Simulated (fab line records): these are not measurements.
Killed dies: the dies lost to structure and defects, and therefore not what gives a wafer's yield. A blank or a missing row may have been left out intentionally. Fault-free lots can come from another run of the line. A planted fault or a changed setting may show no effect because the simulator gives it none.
fab line records	flow rit_cmos
record lots=14	wafers=42	last_day=7
route steps=202 shown ACTIVE@15 PWELL@47 M1@198
lots that met no fault: taken from a fault-free run of the same line
start_h: hours from the record's opening day to when the first of the lot's shown wafers began	wait_h: how many hours have passed since the lot's step before this one	" the same as in the row above	L1.1+2: a row that stands for several wafers	- no value, or no start given	* or withheld: withheld	< > ~ a bound
route shown NAME@n: names a module that has steps shown in the file, with the first one's number in the route	usual: mean/standard deviation of fault-free wafers	same: alike in all rows	chamber/n: place in a boat	sites: the reading at each site	_std_site: how widely they spread, as a standard deviation	_edge_site: mean of outer sites minus mean of inner sites	radius_mm: for every site, how far away it sits from the centre of the wafer	mask NAME#n: copy n	behind: the last tool/chamber to shape the wafer	hold: why the lot was held/for how many hours/how that ended	device: which transistor (n, p or np) failed to switch	end of line: tests run on the same wafers once the route is complete	for a step that has no rows: nothing shown but its recipe	killed: count of dies lost to structure and defects at first sort (not the wafer's yield)	map: a wafer's dies, marking killed ones x, the rest . and places with no die _
set.NAME: setting as actually run; set.NAME@STEP: the setting as run at that earlier step	model.NAME: the simulator's own value behind a step, which no gauge read
the route's steps for a sample of lots (tables are steps, rows are wafers)
services: from which hour (start_h, from the record's first day; less than 0 if before it) a tool's chamber was out of use, for how many hours, and why
## steps
# step RIT_ACTIVE_STRIP_14
# recipe chemistry=O2	time_s=180	resist=NOVOLAK	platen_temp_c=withheld	power_w=500	pressure_mtorr=4000	o2_flow_sccm=4000
# usual drypump_motor_current_A=5.8/0.6
lot.wafer	tool	chamber	start_h	wait_h	drypump_motor_current_A	rf_hours_counter_h
L733.3	plasma_asher-01	0	19.94	0.1	6.3	-
L733.4	"	1	"	"	6.3	-
L733.5	"	1	"	"	6.3	-
L734.1	plasma_asher-04	1	25.33	0.1	5.7	24
L734.3	"	1	"	"	5.7	-
L734.4	"	0	"	"	6.6	-
L735.2	plasma_asher-01	0	33.01	0.1	6.3	38
L735.3	"	1	"	"	6.4	-
L735.4	"	0	"	"	6.3	-
L738.1	plasma_asher-02	1	44.97	0.1	5.0	39
L738.2	"	0	"	"	5.3	39
L738.3	"	0	"	"	5.3	-
L740.1	plasma_asher-01	1	55.90	0.1	6.3	40
L740.3	"	1	"	"	6.3	-
L740.5	"	0	"	"	6.3	-
L741.1	plasma_asher-04	0	60.50	0.1	6.6	27
L741.3	"	1	"	"	5.8	-
L741.4	"	0	"	"	6.6	-
L742.3	plasma_asher-01	0	64.90	0.1	6.3	-
L742.5	"	0	"	"	6.3	-
L742.6	"	1	"	"	6.4	-
L744.2	plasma_asher-02	1	74.84	0.1	5.0	42
L744.3	"	1	"	"	5.0	-
L744.5	"	1	"	"	5.0	-
L746.1	plasma_asher-02	1	85.36	0.1	5.0	43
L746.2	"	0	"	"	5.3	43
L746.3	"	1	"	"	5.0	-
L747.1	plasma_asher-01	0	89.84	0.1	6.3	44
L747.3	"	0	"	"	6.3	-
L747.5	"	0	"	"	6.3	-
L748.1	plasma_asher-02	1	94.97	0.1	5.0	44
L748.2	"	0	"	"	5.3	44
L748.5	"	0	"	"	5.3	-
L753.1	plasma_asher-02	0	119.97	0.1	5.3	48
L753.3	"	0	"	"	5.3	-
L753.6	"	0	"	"	5.3	-
L754.2	plasma_asher-04	1	124.97	0.1	5.7	35
L754.5	"	0	"	"	6.6	-
L754.6	"	1	"	"	5.7	-
L755.1	plasma_asher-02	1	129.84	0.1	5.0	49
L755.5	"	1	"	"	5.0	-
L755.6	"	0	"	"	5.3	-
# step RIT_PWELL_IMPLANT_08
# recipe species=B	energy_kev=170	dose_cm2=7e+13	tilt_deg=7
# usual beam_energy_keV=170.02/0.045
lot.wafer	tool	chamber	start_h	wait_h	beam_energy_keV
L733.3	implanter-03	0	29.15	0.2	170.08
L733.4	"	0	"	"	170.01
L733.5	"	0	"	"	169.95
L734.1	implanter-04	0	36.43	0.2	170.03
L734.3	"	0	"	"	170.06
L734.4	"	0	"	"	169.99
L735.2	implanter-03	0	42.30	0.2	170.01
L735.3	"	0	"	"	169.99
L735.4	"	0	"	"	170.07
L738.1	implanter-03	0	57.11	0.2	169.96
L738.2	"	0	"	"	169.99
L738.3	"	0	"	"	170.02
L740.1	implanter-03	0	63.92	0.2	170.04
L740.3	"	0	"	"	170.01
L740.5	"	0	"	"	169.94
L741.1	implanter-03	0	69.85	0.2	170.02
L741.3	"	0	"	"	169.99
L741.4	"	0	"	"	170.04
L742.3	implanter-01	0	72.80	0.2	169.98
L742.5	"	0	"	"	170.06
L742.6	"	0	"	"	169.96
L744.2	implanter-01	0	83.64	0.2	170.03
L744.3	"	0	"	"	170.00
L744.5	"	0	"	"	170.03
L746.1	implanter-03	0	92.61	0.2	221.09
L746.2	"	0	"	"	221.04
L746.3	"	0	"	"	221.07
L747.1	implanter-03	0	98.53	0.2	220.98
L747.3	"	0	"	"	221.05
L747.5	"	0	"	"	221.04
L748.1	implanter-01	0	103.43	0.2	170.01
L748.2	"	0	"	"	170.00
L748.5	"	0	"	"	170.01
L753.1	implanter-01	0	127.09	0.2	169.95
L753.3	"	0	"	"	170.06
L753.6	"	0	"	"	169.91
L754.2	implanter-04	0	133.35	0.2	170.09
L754.5	"	0	"	"	169.96
L754.6	"	0	"	"	170.06
L755.1	implanter-01	0	137.21	0.2	170.01
L755.5	"	0	"	"	169.96
L755.6	"	0	"	"	170.11
# step RIT_WELLDRIVE_RS_MEAS_02
# recipe thk_meas_gauge=four-point-probe
# usual PWELL_RS=428.9/1
lot.wafer	tool	chamber	start_h	wait_h	PWELL_RS[ohm/sq]
L733.3	film_metro-04	-	36.41	0.1	429.1
L733.4	"	-	"	"	428.5
L733.5	"	-	"	"	427.9
L734.1	film_metro-03	-	43.61	0.1	430.6
L734.3	"	-	"	"	430.5
L734.4	"	-	"	"	429.7
L735.2	film_metro-02	-	51.70	0.1	428.0
L735.3	"	-	"	"	428.7
L735.4	"	-	"	"	428.1
L738.1	film_metro-03	-	62.70	0.1	429.5
L738.2	"	-	"	"	430.7
L738.3	"	-	"	"	429.8
L740.1	film_metro-04	-	69.53	0.1	429.0
L740.3	"	-	"	"	429.6
L740.5	"	-	"	"	429.4
L741.1	film_metro-03	-	75.43	0.1	428.5
L741.3	"	-	"	"	430.3
L741.4	"	-	"	"	429.1
L742.3	film_metro-04	-	79.01	0.1	426.4
L742.5	"	-	"	"	428.1
L742.6	"	-	"	"	425.7
L744.2	film_metro-04	-	89.22	0.1	428.9
L744.3	"	-	"	"	429.3
L744.5	"	-	"	"	429.2
L746.1	film_metro-03	-	98.19	0.1	416.3
L746.2	"	-	"	"	417.0
L746.3	"	-	"	"	416.7
L747.1	film_metro-04	-	104.12	0.1	417.6
L747.3	"	-	"	"	418.5
L747.5	"	-	"	"	417.4
L748.1	film_metro-04	-	109.02	0.1	428.0
L748.2	"	-	"	"	427.9
L748.5	"	-	"	"	427.7
L753.1	film_metro-04	-	132.68	0.1	428.2
L753.3	"	-	"	"	427.3
L753.6	"	-	"	"	428.0
L754.2	film_metro-04	-	138.93	0.1	430.9
L754.5	"	-	"	"	430.7
L754.6	"	-	"	"	429.7
L755.1	film_metro-03	-	142.83	0.1	429.5
L755.5	"	-	"	"	428.9
L755.6	"	-	"	"	428.8
# step RIT_M1_STRIP_14
# recipe chemistry=O2	time_s=180	platen_temp_c=withheld	power_w=500	pressure_mtorr=4000	o2_flow_sccm=4000
# usual drypump_motor_current_A=6.3/0.34
lot.wafer	tool	chamber	start_h	wait_h	drypump_motor_current_A	rf_hours_counter_h
L733.3	plasma_asher-04	0	67.34	0.1	6.6	-
L733.4	"	1	"	"	5.7	-
L733.5	"	1	"	"	5.7	-
L734.1	plasma_asher-03	0	75.17	0.0	6.6	43
L734.3	"	0	"	"	6.6	-
L734.4	"	1	"	"	6.2	-
L735.2	plasma_asher-01	0	79.53	0.0	6.3	43
L735.3	"	0	"	"	6.3	-
L735.4	"	1	"	"	6.3	-
L738.1	plasma_asher-04	1	89.93	0.0	5.7	30
L738.2	"	0	"	"	6.6	30
L738.3	"	0	"	"	6.6	-
L740.1	plasma_asher-04	0	96.58	0.0	6.6	31
L740.3	"	1	"	"	5.7	-
L740.5	"	1	"	"	5.7	-
L741.1	plasma_asher-04	0	104.50	0.0	6.6	32
L741.3	"	1	"	"	5.7	-
L741.4	"	0	"	"	6.6	-
L742.3	plasma_asher-01	0	106.11	0.1	6.3	-
L742.5	"	0	"	"	6.3	-
L742.6	"	1	"	"	6.3	-
L744.2	plasma_asher-04	1	116.33	0.0	5.7	34
L744.3	"	1	"	"	5.7	-
L744.5	"	0	"	"	6.6	-
L746.1	plasma_asher-03	1	124.06	0.0	6.2	48
L746.2	"	0	"	"	6.6	48
L746.3	"	1	"	"	6.2	-
L747.1	plasma_asher-04	1	131.90	0.0	5.7	36
L747.3	"	0	"	"	6.6	-
L747.5	"	1	"	"	5.7	-
L748.1	plasma_asher-01	1	136.63	0.0	6.3	2
L748.2	"	0	"	"	6.4	2
L748.5	"	0	"	"	6.3	-
L753.1	plasma_asher-04	1	159.07	0.0	5.7	39
L753.3	"	0	"	"	6.6	-
L753.6	"	0	"	"	6.6	-
L754.2	plasma_asher-01	1	165.01	0.0	6.3	5
L754.5	"	0	"	"	6.3	-
L754.6	"	1	"	"	6.4	-
L755.1	plasma_asher-04	0	169.80	0.0	6.6	40
L755.5	"	1	"	"	5.7	-
L755.6	"	0	"	"	6.6	-
# step RIT_M1_PROBE_99
# usual killed_at_contacts=0.1/0.29	killed_at_front_end=7/3	killed_dies=8/3	killed_open=3.7/2	killed_short=3.8/2.1
# same gross_dies=264	killed_at_M0_to_M3=0	killed_at_M4_up=0	killed_at_back_side=0	killed_at_other=0
lot.wafer	tool	chamber	start_h	wait_h	killed_at_contacts	killed_at_front_end	killed_dies	killed_open	killed_short
L733.3	prober-02	-	70.32	0.2	1	3	4	2	2
L733.4	prober-02	-	70.37	0.2	1	8	9	6	3
L733.5	prober-02	-	70.42	0.2	0	6	6	5	1
L734.1	prober-01	-	77.08	0.1	1	6	7	2	5
L734.3	prober-01	-	77.18	0.2	0	2	2	0	2
L734.4	prober-01	-	77.23	0.2	0	9	9	6	3
L735.2	prober-02	-	81.50	0.1	0	4	4	2	2
L735.3	prober-02	-	81.55	0.2	0	4	4	1	3
L735.4	prober-02	-	81.60	0.2	0	10	10	5	5
L738.1	prober-01	-	91.85	0.1	1	5	6	5	1
L738.2	prober-01	-	91.90	0.1	0	3	3	3	0
L738.3	prober-01	-	91.95	0.2	0	6	6	4	2
L740.1	prober-01	-	98.50	0.1	0	7	7	2	5
L740.3	prober-01	-	98.60	0.2	0	13	13	3	10
L740.5	prober-01	-	98.70	0.2	0	7	7	5	2
L741.1	prober-02	-	106.42	0.1	0	7	7	3	4
L741.3	prober-02	-	106.52	0.2	0	8	8	3	5
L741.4	prober-02	-	106.57	0.2	0	7	7	5	2
L742.3	prober-01	-	108.77	0.2	0	10	10	4	6
L742.5	prober-01	-	108.87	0.2	0	10	10	5	5
L742.6	prober-01	-	108.92	0.2	0	8	8	4	4
L744.2	prober-01	-	118.30	0.1	0	9	9	4	5
L744.3	prober-01	-	118.35	0.2	0	6	6	3	3
L744.5	prober-01	-	118.45	0.2	0	14	14	5	9
L746.1	prober-01	-	125.97	0.1	0	4	4	3	1
L746.2	prober-01	-	126.02	0.1	0	7	7	1	6
L746.3	prober-01	-	126.07	0.2	0	4	4	3	1
L747.1	prober-02	-	133.82	0.1	0	11	11	7	3
L747.3	prober-02	-	133.92	0.2	0	8	8	4	3
L747.5	prober-02	-	134.02	0.2	0	7	7	3	4
L748.1	prober-01	-	138.67	0.1	0	12	12	5	7
L748.2	prober-01	-	138.72	0.1	0	7	7	4	3
L748.5	prober-01	-	138.87	0.2	0	11	11	8	3
L753.1	prober-02	-	160.98	0.1	0	5	5	3	1
L753.3	prober-02	-	161.08	0.2	0	3	3	2	1
L753.6	prober-02	-	161.23	0.2	0	5	5	1	3
L754.2	prober-01	-	166.98	0.1	0	5	5	1	4
L754.5	prober-01	-	167.13	0.2	0	6	6	4	2
L754.6	prober-01	-	167.18	0.2	0	4	4	3	1
L755.1	prober-02	-	171.72	0.1	0	6	6	4	2
L755.5	prober-02	-	171.92	0.2	0	10	10	4	6
L755.6	prober-02	-	171.97	0.2	1	6	7	2	5
# killed by level:class
L733.3 FOX1:geometric_particle:open=1 SPACER:geometric_particle:short=1 SILICIDE:geometric_particle:open=1 CONTACT:geometric_particle:short=1
L733.4 SPACER:geometric_particle:open=3 GATE:geometric_particle:short=2 FOX1:geometric_particle:open=1 FOX2:geometric_particle:open=1 SPACER:geometric_particle:short=1 CONTACT:geometric_particle:open=1
L733.5 FOX1:geometric_particle:open=2 SPACER:geometric_particle:open=2 FOX2:geometric_particle:open=1 SILICIDE:geometric_particle:short=1
L734.1 SPACER:geometric_particle:short=2 FOX2:geometric_particle:open=1 GATE:geometric_particle:short=1 REOX:geometric_particle:short=1 SPACER:geometric_particle:open=1 CONTACT:geometric_particle:short=1
L734.3 GATE:geometric_particle:short=1 REOX:geometric_particle:short=1
L734.4 FOX1:geometric_particle:open=2 FOX1:geometric_particle:short=2 GATE:geometric_particle:open=2 REOX:geometric_particle:open=2 SPACER:geometric_particle:short=1
L735.2 SILICIDE:geometric_particle:open=2 SILICIDE:geometric_particle:short=2
L735.3 GATE:geometric_particle:short=2 GATE:geometric_particle:open=1 SILICIDE:geometric_particle:short=1
L735.4 FOX1:geometric_particle:open=4 REOX:geometric_particle:short=3 FOX1:geometric_particle:short=2 GATE:geometric_particle:open=1
L738.1 REOX:geometric_particle:open=2 FOX1:geometric_particle:open=1 FOX2:geometric_particle:open=1 SILICIDE:geometric_particle:short=1 CONTACT:geometric_particle:open=1
L738.2 FOX2:geometric_particle:open=1 GATE:geometric_particle:open=1 SPACER:geometric_particle:open=1
L738.3 FOX2:geometric_particle:open=3 FOX1:geometric_particle:short=1 GATE:geometric_particle:open=1 REOX:geometric_particle:short=1
L740.1 FOX1:geometric_particle:short=3 GATE:geometric_particle:short=2 GATE:geometric_particle:open=1 STARTING-WAFER:geometric_particle:open=1
L740.3 FOX1:geometric_particle:short=4 GATE:geometric_particle:short=3 REOX:geometric_particle:short=3 FOX1:geometric_particle:open=2 SILICIDE:geometric_particle:open=1
L740.5 FOX1:geometric_particle:short=2 GATE:geometric_particle:open=2 FOX1:geometric_particle:open=1 REOX:geometric_particle:open=1 SPACER:geometric_particle:open=1
L741.1 SPACER:geometric_particle:short=4 GATE:geometric_particle:open=2 SPACER:geometric_particle:open=1
L741.3 FOX2:geometric_particle:open=2 REOX:geometric_particle:short=2 FOX2:geometric_particle:short=1 GATE:geometric_particle:short=1 SPACER:geometric_particle:open=1 SPACER:geometric_particle:short=1
L741.4 GATE:geometric_particle:open=4 REOX:geometric_particle:short=1 SPACER:geometric_particle:open=1 SILICIDE:geometric_particle:short=1
L742.3 FOX1:geometric_particle:short=3 GATE:geometric_particle:short=3 GATE:geometric_particle:open=2 FOX1:geometric_particle:open=1 REOX:geometric_particle:open=1
L742.5 SILICIDE:geometric_particle:short=3 GATE:geometric_particle:open=2 SILICIDE:geometric_particle:open=2 FOX1:geometric_particle:short=1 FOX1:geometric_particle:open=1 REOX:geometric_particle:short=1
L742.6 GATE:geometric_particle:open=3 SILICIDE:geometric_particle:short=2 FOX1:geometric_particle:short=1 FOX1:geometric_particle:open=1 REOX:geometric_particle:short=1
L744.2 FOX2:geometric_particle:open=2 SPACER:geometric_particle:short=2 FOX1:geometric_particle:short=1 GATE:geometric_particle:open=1 GATE:geometric_particle:short=1 REOX:geometric_particle:short=1 SPACER:geometric_particle:open=1
L744.3 FOX1:geometric_particle:short=1 GATE:geometric_particle:open=1 REOX:geometric_particle:short=1 REOX:geometric_particle:open=1 SPACER:geometric_particle:short=1 SILICIDE:geometric_particle:open=1
L744.5 GATE:geometric_particle:short=4 REOX:geometric_particle:open=3 REOX:geometric_particle:short=2 SPACER:geometric_particle:open=2 SILICIDE:geometric_particle:short=2 FOX2:geometric_particle:short=1
L746.1 FOX1:geometric_particle:open=1 GATE:geometric_particle:open=1 REOX:geometric_particle:short=1 SILICIDE:geometric_particle:open=1
L746.2 FOX1:geometric_particle:short=2 SPACER:geometric_particle:short=2 FOX2:geometric_particle:short=1 GATE:geometric_particle:open=1 SILICIDE:geometric_particle:short=1
L746.3 GATE:geometric_particle:open=2 REOX:geometric_particle:short=1 REOX:geometric_particle:open=1
L747.1 GATE:geometric_particle:open=3 REOX:geometric_particle:open=3 FOX1:geometric_particle:short=1 REOX:geometric_particle:short=1 SPACER:geometric_particle:open=1 SILICIDE:geometric_particle:short=1 NLDD:coat_microbubble_printed=1
L747.3 GATE:geometric_particle:short=3 GATE:geometric_particle:open=2 REOX:geometric_particle:open=2 NLDD:coat_microbubble_printed=1
L747.5 GATE:geometric_particle:short=4 GATE:geometric_particle:open=2 REOX:geometric_particle:open=1
L748.1 GATE:geometric_particle:open=5 SPACER:geometric_particle:short=3 GATE:geometric_particle:short=2 REOX:geometric_particle:short=1 SILICIDE:geometric_particle:short=1
L748.2 GATE:geometric_particle:open=2 GATE:geometric_particle:short=2 FOX2:geometric_particle:open=1 REOX:geometric_particle:short=1 SILICIDE:geometric_particle:open=1
L748.5 GATE:geometric_particle:open=4 REOX:geometric_particle:short=2 FOX1:geometric_particle:open=1 REOX:geometric_particle:open=1 SPACER:geometric_particle:open=1 SPACER:geometric_particle:short=1 SILICIDE:geometric_particle:open=1
L753.1 GATE:geometric_particle:open=2 GATE:geometric_particle:short=1 REOX:geometric_particle:open=1 NWELL:coat_microbubble_printed=1
L753.3 FOX1:geometric_particle:open=2 GATE:geometric_particle:short=1
L753.6 FOX2:geometric_particle:short=2 GATE:geometric_particle:open=1 SILICIDE:geometric_particle:short=1 NWELL:coat_microbubble_printed=1
L754.2 FOX1:geometric_particle:short=2 REOX:geometric_particle:short=1 SILICIDE:geometric_particle:short=1 SILICIDE:geometric_particle:open=1
L754.5 FOX1:geometric_particle:open=2 GATE:geometric_particle:open=2 FOX2:geometric_particle:short=1 GATE:geometric_particle:short=1
L754.6 SPACER:geometric_particle:open=2 GATE:geometric_particle:open=1 SPACER:geometric_particle:short=1
L755.1 SILICIDE:geometric_particle:open=2 FOX1:geometric_particle:open=1 FOX2:geometric_particle:short=1 REOX:geometric_particle:short=1 SPACER:geometric_particle:open=1
L755.5 REOX:geometric_particle:short=3 GATE:geometric_particle:open=2 FOX1:geometric_particle:short=1 FOX2:geometric_particle:short=1 REOX:geometric_particle:open=1 SILICIDE:geometric_particle:open=1 SILICIDE:geometric_particle:short=1
L755.6 GATE:geometric_particle:short=2 FOX1:geometric_particle:short=1 GATE:geometric_particle:open=1 REOX:geometric_particle:short=1 SILICIDE:geometric_particle:open=1 CONTACT:geometric_particle:short=1
## services
tool	chamber	start_h	hours	kind
implanter-03	-	13.94	2.7	repair
implanter-04	-	20.40	2.3	repair
plasma_asher-03	-	53.22	1.4	repair
implanter-04	-	59.87	5.8	repair
implanter-01	-	84.15	3.2	repair
implanter-04	-	100.21	4.5	repair
plasma_asher-01	-	108.75	9.0	pm
plasma_asher-01	0	108.75	9.0	vent_cycle
plasma_asher-01	1	108.75	9.0	vent_cycle
plasma_asher-03	-	116.76	2.8	pm
plasma_asher-01	0	117.75	-	clean
plasma_asher-01	1	117.75	-	clean
plasma_asher-02	-	147.75	0.7	repair
implanter-01	-	163.55	3.0	pm
## key
first_sign step=RIT_PWELL_IMPLANT_08	reading=beam_energy_keV	direction=up	sigmas=99+	usual=170.02	struck=221.05
effect step=RIT_WELLDRIVE_RS_MEAS_02	reading=PWELL_RS	direction=down	sigmas=12	usual=428.9	struck=417.3
met_at RIT_PWELL_IMPLANT_08
struck_lots L746,L747
tester_left_out L746,L747
not_acting_at RIT_ACTIVE_STRIP_14,RIT_M1_STRIP_14
onset_between 69.85 92.61
fault kind=process_parameter_drift	tool=implanter-03	chamber=-	onset_h=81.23	steps=RIT_PWELL_IMPLANT_08	channel=energy_kev	offset=51	shape=step	end_h=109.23	acts_in=these_recipes_only	stated=170
# tester_left_out: of these lots the tester's yield and bins aren't shown, on N5 and GAA mostly nor the transistor test; their killed dies are dies lost to structure and defects alone, not to doping, threshold or leakage, so they don't give the yield
